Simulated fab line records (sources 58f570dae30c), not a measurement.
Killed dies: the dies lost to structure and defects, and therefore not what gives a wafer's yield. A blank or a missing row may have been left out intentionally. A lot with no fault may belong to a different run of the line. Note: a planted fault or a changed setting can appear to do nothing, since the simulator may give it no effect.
Which tool did it? / flow berkeley_cmos170 / 13 lots with 39 wafers sampled at 4 steps, on a route of 331 steps

WHAT EACH GAUGE READ, for each wafer
UCB170_PFIELD_TW_MEAS_09. Usual: for PFIELD_TW the level is 607 and the standard deviation is 9.5.
lot=L799; measured=day 4 04:25; on=film_metro-02; PFIELD_TW=603 604 608; flag=
lot=L800; measured=day 4 14:28; on=film_metro-01; PFIELD_TW=621 620 620; flag=
lot=L801; measured=day 5 04:35; on=film_metro-02; PFIELD_TW=607 612 610; flag=
lot=L805; measured=day 5 20:26; on=film_metro-01; PFIELD_TW=613 610 613; flag=
lot=L806; measured=day 5 20:43; on=film_metro-03; PFIELD_TW=598 597 598; flag=
lot=L807; measured=day 6 06:17; on=film_metro-01; PFIELD_TW=617 614 615; flag=
lot=L809; measured=day 6 06:56; on=film_metro-01; PFIELD_TW=618 617 617; flag=
lot=L808; measured=day 6 07:08; on=film_metro-03; PFIELD_TW=597 596 596; flag=
lot=L812; measured=day 7 00:05; on=film_metro-03; PFIELD_TW=591 593 597; flag=
lot=L813; measured=day 7 09:52; on=film_metro-02; PFIELD_TW=608 609 607; flag=
lot=L814; measured=day 7 09:44; on=film_metro-01; PFIELD_TW=618 616 620; flag=
lot=L815; measured=day 7 13:51; on=film_metro-01; PFIELD_TW=618 619 617; flag=
lot=L817; measured=day 7 16:45; on=film_metro-01; PFIELD_TW=615 620 618; flag=

UCB170_GATE_THK_MEAS_02. Usual: for GATE_OXIDE_THK the level is 6.61 nm and the standard deviation is 0.16.
lot=L799; measured=day 5 16:44; on=film_metro-03; GATE_OXIDE_THK (nm)=6.89 6.65 6.81; flag=
lot=L800; measured=day 6 00:09; on=film_metro-03; GATE_OXIDE_THK (nm)=6.60 6.54 6.59; flag=
lot=L801; measured=day 6 15:41; on=film_metro-03; GATE_OXIDE_THK (nm)=6.51 6.46 6.48; flag=
lot=L805; measured=day 7 08:49; on=film_metro-03; GATE_OXIDE_THK (nm)=6.53 6.58 6.60; flag=
lot=L806; measured=day 7 08:49; on=film_metro-04; GATE_OXIDE_THK (nm)=6.49 6.50 6.60; flag=
lot=L807; measured=day 7 15:44; on=film_metro-03; GATE_OXIDE_THK (nm)=6.37 6.57 6.42; flag=
lot=L809; measured=day 7 15:44; on=film_metro-01; GATE_OXIDE_THK (nm)=6.27 6.39 6.34; flag=
lot=L808; measured=day 7 15:44; on=film_metro-04; GATE_OXIDE_THK (nm)=6.36 6.48 6.45; flag=
lot=L812; measured=day 8 12:02; on=film_metro-03; GATE_OXIDE_THK (nm)=6.64 6.76 6.57; flag=
lot=L813; measured=day 8 18:43; on=film_metro-03; GATE_OXIDE_THK (nm)=6.94 6.87 6.86; flag=
lot=L814; measured=day 8 18:43; on=film_metro-04; GATE_OXIDE_THK (nm)=6.61 6.64 6.87; flag=
lot=L815; measured=day 8 22:38; on=film_metro-04; GATE_OXIDE_THK (nm)=7.91 7.64 7.64; flag=OFF
lot=L817; measured=day 9 05:07; on=film_metro-03; GATE_OXIDE_THK (nm)=6.79 6.80 6.77; flag=

TOOL THAT RAN EACH LOT (tool first, then ch and the chambers of the sampled wafers, then the start)
lot=L799; UCB170_ZERO_ETCH_06=rie_diel-02 ch 0,2,3, day 1 18:55; UCB170_GATE_OXIDATION_01=furnace-04 ch 0, day 5 15:13
lot=L800; UCB170_ZERO_ETCH_06=rie_diel-04 ch 0,1,2, day 1 22:38; UCB170_GATE_OXIDATION_01=furnace-03 ch 0, day 5 22:38
lot=L801; UCB170_ZERO_ETCH_06=rie_diel-04 ch 0,3, day 2 05:49; UCB170_GATE_OXIDATION_01=furnace-03 ch 0, day 6 14:10
lot=L805; UCB170_ZERO_ETCH_06=rie_diel-04 ch 0,2, day 3 01:14; UCB170_GATE_OXIDATION_01=furnace-03 ch 0, day 7 07:18
lot=L806; UCB170_ZERO_ETCH_06=rie_diel-02 ch 1,2, day 3 07:25; UCB170_GATE_OXIDATION_01=furnace-03 ch 0, day 7 07:18
lot=L807; UCB170_ZERO_ETCH_06=rie_diel-04 ch 0,2,3, day 3 14:52; UCB170_GATE_OXIDATION_01=furnace-03 ch 0, day 7 14:14
lot=L809; UCB170_ZERO_ETCH_06=rie_diel-03 ch 0,2,3, day 3 19:20; UCB170_GATE_OXIDATION_01=furnace-03 ch 0, day 7 14:14
lot=L808; UCB170_ZERO_ETCH_06=rie_diel-03 ch 1,2,3, day 3 19:41; UCB170_GATE_OXIDATION_01=furnace-03 ch 0, day 7 14:14
lot=L812; UCB170_ZERO_ETCH_06=rie_diel-04 ch 0,3, day 4 14:17; UCB170_GATE_OXIDATION_01=furnace-03 ch 0, day 8 10:30
lot=L813; UCB170_ZERO_ETCH_06=rie_diel-03 ch 0,1,3, day 4 18:59; UCB170_GATE_OXIDATION_01=furnace-04 ch 0, day 8 17:13
lot=L814; UCB170_ZERO_ETCH_06=rie_diel-03 ch 0,1,2, day 4 21:44; UCB170_GATE_OXIDATION_01=furnace-04 ch 0, day 8 17:13
lot=L815; UCB170_ZERO_ETCH_06=rie_diel-03 ch 0,2,3, day 5 02:23; UCB170_GATE_OXIDATION_01=furnace-03 ch 0, day 8 21:06
lot=L817; UCB170_ZERO_ETCH_06=rie_diel-04 ch 0,1, day 5 13:29; UCB170_GATE_OXIDATION_01=furnace-04 ch 0, day 9 03:34
- UCB170_ZERO_ETCH_06: etches SiO2 in CHF3/CF4/Ar, time 12 s.
- UCB170_GATE_OXIDATION_01: target thk 6.6 nm, ox time 1800 s.

AS READ BY THE TOOLS THEMSELVES (means over the sampled wafers that have a number; for cases with no such wafer, the mark the record gives instead)
UCB170_ZERO_ETCH_06. Usual: drypump_motor_current_A 5.8 A, standard deviation 0.54; oes_product_au 0.623 a.u., standard deviation 0.0096; throttle_valve_pct 9.25 %, standard deviation 0.14.
lot=L799; tool=rie_diel-02; drypump_motor_current_A (A)=5.9; oes_product_au (a.u.)=0.607; throttle_valve_pct (%)=9.22; flag=
lot=L800; tool=rie_diel-04; drypump_motor_current_A (A)=5.7; oes_product_au (a.u.)=0.627; throttle_valve_pct (%)=9.19; flag=
lot=L801; tool=rie_diel-04; drypump_motor_current_A (A)=5.8; oes_product_au (a.u.)=0.622; throttle_valve_pct (%)=9.40; flag=
lot=L805; tool=rie_diel-04; drypump_motor_current_A (A)=6.1; oes_product_au (a.u.)=0.622; throttle_valve_pct (%)=9.21; flag=
lot=L806; tool=rie_diel-02; drypump_motor_current_A (A)=5.6; oes_product_au (a.u.)=0.615; throttle_valve_pct (%)=9.20; flag=
lot=L807; tool=rie_diel-04; drypump_motor_current_A (A)=5.9; oes_product_au (a.u.)=0.620; throttle_valve_pct (%)=9.31; flag=
lot=L809; tool=rie_diel-03; drypump_motor_current_A (A)=5.8; oes_product_au (a.u.)=0.633; throttle_valve_pct (%)=9.25; flag=
lot=L808; tool=rie_diel-03; drypump_motor_current_A (A)=5.7; oes_product_au (a.u.)=0.625; throttle_valve_pct (%)=9.24; flag=
lot=L812; tool=rie_diel-04; drypump_motor_current_A (A)=5.3; oes_product_au (a.u.)=0.628; throttle_valve_pct (%)=9.42; flag=
lot=L813; tool=rie_diel-03; drypump_motor_current_A (A)=5.9; oes_product_au (a.u.)=0.625; throttle_valve_pct (%)=9.28; flag=
lot=L814; tool=rie_diel-03; drypump_motor_current_A (A)=5.7; oes_product_au (a.u.)=0.624; throttle_valve_pct (%)=9.25; flag=
lot=L815; tool=rie_diel-03; drypump_motor_current_A (A)=5.8; oes_product_au (a.u.)=0.627; throttle_valve_pct (%)=9.24; flag=
lot=L817; tool=rie_diel-04; drypump_motor_current_A (A)=5.3; oes_product_au (a.u.)=0.628; throttle_valve_pct (%)=9.18; flag=

UCB170_GATE_OXIDATION_01. Usual: tube_center_temp_C at 849.99 C, with a standard deviation of 0.072.
lot=L799; tool=furnace-04; tube_center_temp_C (C)=849.98; flag=
lot=L800; tool=furnace-03; tube_center_temp_C (C)=850.04; flag=
lot=L801; tool=furnace-03; tube_center_temp_C (C)=849.97; flag=
lot=L805; tool=furnace-03; tube_center_temp_C (C)=850.03; flag=
lot=L806; tool=furnace-03; tube_center_temp_C (C)=850.02; flag=
lot=L807; tool=furnace-03; tube_center_temp_C (C)=849.93; flag=
lot=L809; tool=furnace-03; tube_center_temp_C (C)=849.97; flag=
lot=L808; tool=furnace-03; tube_center_temp_C (C)=850.04; flag=
lot=L812; tool=furnace-03; tube_center_temp_C (C)=849.96; flag=
lot=L813; tool=furnace-04; tube_center_temp_C (C)=850.01; flag=
lot=L814; tool=furnace-04; tube_center_temp_C (C)=849.98; flag=
lot=L815; tool=furnace-03; tube_center_temp_C (C)=849.95; flag=
lot=L817; tool=furnace-04; tube_center_temp_C (C)=850.05; flag=

THE ANSWER, worked out from the rows above alone
Rule: a lot is off if the mean of its wafers that have a number lies more than 3 standard deviations from the usual mean. A lot without any number at a reading at which 4 lots or more have one is off too. All remaining lots with rows at the step are treated as sound. First the gauges in route order, then the tools' own readings, where a lot's mean is used as printed above. The first step at which some lot is off is used, and at that step the reading that is off furthest; a lot without a number counts as furthest.
Off: at UCB170_GATE_THK_MEAS_02 (GATE_OXIDE_THK), L815.
A tool fits if, at a process step before that reading, it ran every lot that is off, and no sound lot after the first of them. Gauges at UCB170_GATE_THK_MEAS_02: tried the same way as those tools. Can't be told from this: 3 tools fit, rie_diel-03 at UCB170_ZERO_ETCH_06, furnace-03 at UCB170_GATE_OXIDATION_01, film_metro-04 at UCB170_GATE_THK_MEAS_02.

WHAT WAS PUT IN BY THE SIMULATOR
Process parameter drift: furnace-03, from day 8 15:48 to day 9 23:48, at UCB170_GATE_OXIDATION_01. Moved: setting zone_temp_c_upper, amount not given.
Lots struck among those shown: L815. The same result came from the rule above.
